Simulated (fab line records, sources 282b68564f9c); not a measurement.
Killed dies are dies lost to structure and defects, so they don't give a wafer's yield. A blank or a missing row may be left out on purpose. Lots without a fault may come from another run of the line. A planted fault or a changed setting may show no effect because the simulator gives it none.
Split-lot experiment | flow rit_cmos | 5 lots, 23 wafers read, on a route of 202 steps

THE SPLIT
At RIT_GATE_OXIDATION_05 (target thk 3 nm, ox time 270 s), the setting ox_time_s was moved away from the recipe's 270 s on 15 of the 23 wafers read, by -8.6% to +14.8%. The other wafers ran this setting at the recipe's value.

FROM THE SPLIT TO THE READING: what the file shows between them, 1 step
- RIT_GATE_ANNEAL_06: time 600 s

THE READING
GATE_OXIDE_THK, in nm, at RIT_GATE_THK_MEAS_07. Fault-free wafers of this fab line usually give 3.02 nm, standard deviation 0.06 nm.

wafer  | tool, chamber at the split | ox_time_s as run, s | against the recipe | GATE_OXIDE_THK, nm | against lot-mates on the recipe
L074.1 | -, -                       | 310                 | +14.8%             | 3.45               | no lot-mate on the recipe
L074.2 | -, -                       | 310                 | +14.8%             | 3.38               | no lot-mate on the recipe
L074.3 | -, -                       | 310                 | +14.8%             | 3.35               | no lot-mate on the recipe
L074.4 | -, -                       | 310                 | +14.8%             | 3.42               | no lot-mate on the recipe
L074.5 | -, -                       | 310                 | +14.8%             | 3.38               | no lot-mate on the recipe
L082.1 | furnace-01, 0              | 270                 | recipe             | 3.01               | -
L082.4 | furnace-01, 0              | 270                 | recipe             | 2.99               | -
L082.5 | furnace-01, 0              | 270                 | recipe             | 3.00               | -
L083.1 | -, -                       | 246.8               | -8.6%              | 2.76               | no lot-mate on the recipe
L083.2 | -, -                       | 246.8               | -8.6%              | 2.81               | no lot-mate on the recipe
L083.4 | -, -                       | 246.8               | -8.6%              | 2.82               | no lot-mate on the recipe
L083.5 | -, -                       | 246.8               | -8.6%              | 2.81               | no lot-mate on the recipe
L083.6 | -, -                       | 246.8               | -8.6%              | 2.79               | no lot-mate on the recipe
L084.1 | -, -                       | 292.5               | +8.3%              | 3.14               | no lot-mate on the recipe
L084.3 | -, -                       | 292.5               | +8.3%              | 3.15               | no lot-mate on the recipe
L084.4 | -, -                       | 292.5               | +8.3%              | 3.21               | no lot-mate on the recipe
L084.5 | -, -                       | 292.5               | +8.3%              | 3.17               | no lot-mate on the recipe
L084.6 | -, -                       | 292.5               | +8.3%              | 3.10               | no lot-mate on the recipe
L085.1 | -, -                       | 270                 | recipe             | 3.10               | -
L085.2 | -, -                       | 270                 | recipe             | 3.04               | -
L085.3 | -, -                       | 270                 | recipe             | 3.06               | -
L085.4 | -, -                       | 270                 | recipe             | 3.07               | -
L085.5 | -, -                       | 270                 | recipe             | 3.08               | -

THE FIT
A straight line over all 23 wafers: GATE_OXIDE_THK changes by +0.0239 nm for each +1% of ox_time_s; r = +0.97; the points scatter about the line by 0.051 nm.
Too few moved wafers have a lot-mate on the recipe to fit a line with each lot's own level taken away.

THE WHOLE CHAIN: every reading that the file lists as answering this split, in the file's order
step                  | what it does                   | reading                                                                           | change (the file's fit)                | r (the file's)
RIT_GATE_OXIDATION_05 | target thk 3 nm, ox time 270 s | SiO2_of_GATE_OXIDATION_05.thk_nm (the simulator's own value, which no gauge read) | +0.0235 nm for each +1% of the setting | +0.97
RIT_GATE_THK_MEAS_07  |                                | GATE_OXIDE_THK                                                                    | +0.0239 for each +1% of the setting    | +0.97

THE FILE'S OWN FIT
GATE_OXIDE_THK changes by +0.0239 nm for each +1% of ox_time_s, r = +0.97.
